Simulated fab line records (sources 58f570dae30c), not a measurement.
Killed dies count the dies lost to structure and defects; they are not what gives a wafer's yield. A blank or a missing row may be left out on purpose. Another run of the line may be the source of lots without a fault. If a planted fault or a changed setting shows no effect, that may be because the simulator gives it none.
Chamber matching || flow berkeley cmos170 || UCB170_V1_CMP_02 on cmp-02 has 4 sister chambers
The step polishes SiO2. 16 wafers are shown with their chamber, then 8 later ones without.

EACH WAFER AND ITS CHAMBER
{"wafer": "L289.4", "chamber": 1, "motor current A (A)": 17.5, "head pressure psi (psi)": 6.004, "edge zone pressure frac": 1.000}
{"wafer": "L289.5", "chamber": 3, "motor current A (A)": 15.2, "head pressure psi (psi)": 6.036, "edge zone pressure frac": 1.000}
{"wafer": "L289.6", "chamber": 2, "motor current A (A)": 18.6, "head pressure psi (psi)": 5.993, "edge zone pressure frac": 0.994}
{"wafer": "L291.1", "chamber": 2, "motor current A (A)": 17.5, "head pressure psi (psi)": 5.982, "edge zone pressure frac": 1.009}
{"wafer": "L291.4", "chamber": 3, "motor current A (A)": 14.9, "head pressure psi (psi)": 5.988, "edge zone pressure frac": 1.005}
{"wafer": "L291.5", "chamber": 1, "motor current A (A)": 17.7, "head pressure psi (psi)": 5.991, "edge zone pressure frac": 0.996}
{"wafer": "L294.1", "chamber": 1, "motor current A (A)": 17.1, "head pressure psi (psi)": 6.015, "edge zone pressure frac": 0.996}
{"wafer": "L294.3", "chamber": 2, "motor current A (A)": 17.5, "head pressure psi (psi)": 6.004, "edge zone pressure frac": 1.010}
{"wafer": "L294.4", "chamber": 3, "motor current A (A)": 15.9, "head pressure psi (psi)": 5.980, "edge zone pressure frac": 1.006}
{"wafer": "L298.3", "chamber": 3, "motor current A (A)": 14.7, "head pressure psi (psi)": 6.011, "edge zone pressure frac": 0.997}
{"wafer": "L298.4", "chamber": 0, "motor current A (A)": 19.7, "head pressure psi (psi)": 5.983, "edge zone pressure frac": 1.002}
{"wafer": "L298.6", "chamber": 1, "motor current A (A)": 16.8, "head pressure psi (psi)": 6.004, "edge zone pressure frac": 0.998}
{"wafer": "L303.1", "chamber": 2, "motor current A (A)": 17.2, "head pressure psi (psi)": 6.001, "edge zone pressure frac": 1.003}
{"wafer": "L303.3", "chamber": 1, "motor current A (A)": 17.3, "head pressure psi (psi)": 6.006, "edge zone pressure frac": 1.000}
{"wafer": "L303.4", "chamber": 3, "motor current A (A)": 14.7, "head pressure psi (psi)": 6.014, "edge zone pressure frac": 1.003}
{"wafer": "L305.3", "chamber": 0, "motor current A (A)": 19.3, "head pressure psi (psi)": 5.974, "edge zone pressure frac": 0.996}

SIGNATURES (averages over the wafers above)
{"reading": "motor current A", "chamber 0": 19.500, "chamber 1": 17.280, "chamber 2": 17.700, "chamber 3": 15.080, "scatter within a chamber": 0.476}
{"reading": "head pressure psi", "chamber 0": 5.97850, "chamber 1": 6.00400, "chamber 2": 5.99500, "chamber 3": 6.00580, "scatter within a chamber": 0.0148}
{"reading": "edge zone pressure frac", "chamber 0": 0.99900, "chamber 1": 0.99800, "chamber 2": 1.00400, "chamber 3": 1.00220, "scatter within a chamber": 0.00457}
Rule: a wafer lies at a distance from a chamber equal to the root of the sum of squares, over the readings, of (its reading less the chamber's mean, divided by the reading's scatter). The wafer belongs to the nearest chamber; if the next one is less than 2 further off, it can't be placed. The scatter: the root of (the sum of the squares of (reading less its chamber's mean) over the shown wafers, divided by (wafers less chambers)).

WAFERS WITH NO CHAMBER GIVEN
{"wafer": "L305.4", "motor current A (A)": 14.5, "head pressure psi (psi)": 5.997, "edge zone pressure frac": 0.996}
{"wafer": "L305.5", "motor current A (A)": 15.0, "head pressure psi (psi)": 5.996, "edge zone pressure frac": 0.997}
{"wafer": "L306.3", "motor current A (A)": 14.9, "head pressure psi (psi)": 6.019, "edge zone pressure frac": 1.000}
{"wafer": "L306.4", "motor current A (A)": 18.2, "head pressure psi (psi)": 5.989, "edge zone pressure frac": 1.001}
{"wafer": "L306.5", "motor current A (A)": 14.6, "head pressure psi (psi)": 5.990, "edge zone pressure frac": 1.002}
{"wafer": "L311.1", "motor current A (A)": 19.8, "head pressure psi (psi)": 6.009, "edge zone pressure frac": 1.004}
{"wafer": "L311.2", "motor current A (A)": 15.2, "head pressure psi (psi)": 6.011, "edge zone pressure frac": 1.000}
{"wafer": "L311.6", "motor current A (A)": 16.4, "head pressure psi (psi)": 6.011, "edge zone pressure frac": 1.001}

WHICH CHAMBER EACH WENT THROUGH
{"wafer": "L305.4", "from the rows above": 3, "in truth": 3}
{"wafer": "L305.5", "from the rows above": 3, "in truth": 3}
{"wafer": "L306.3", "from the rows above": 3, "in truth": 3}
{"wafer": "L306.4", "from the rows above": "can't be placed: 2 or 1 or 0", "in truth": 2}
{"wafer": "L306.5", "from the rows above": 3, "in truth": 3}
{"wafer": "L311.1", "from the rows above": 0, "in truth": 0}
{"wafer": "L311.2", "from the rows above": 3, "in truth": 3}
{"wafer": "L311.6", "from the rows above": "can't be placed: 1 or 3 or 2", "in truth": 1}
Placed correctly: 6 of 8. Not placeable from these rows: 2 (in 2, the candidates include the true chamber). 0 placed wrongly.
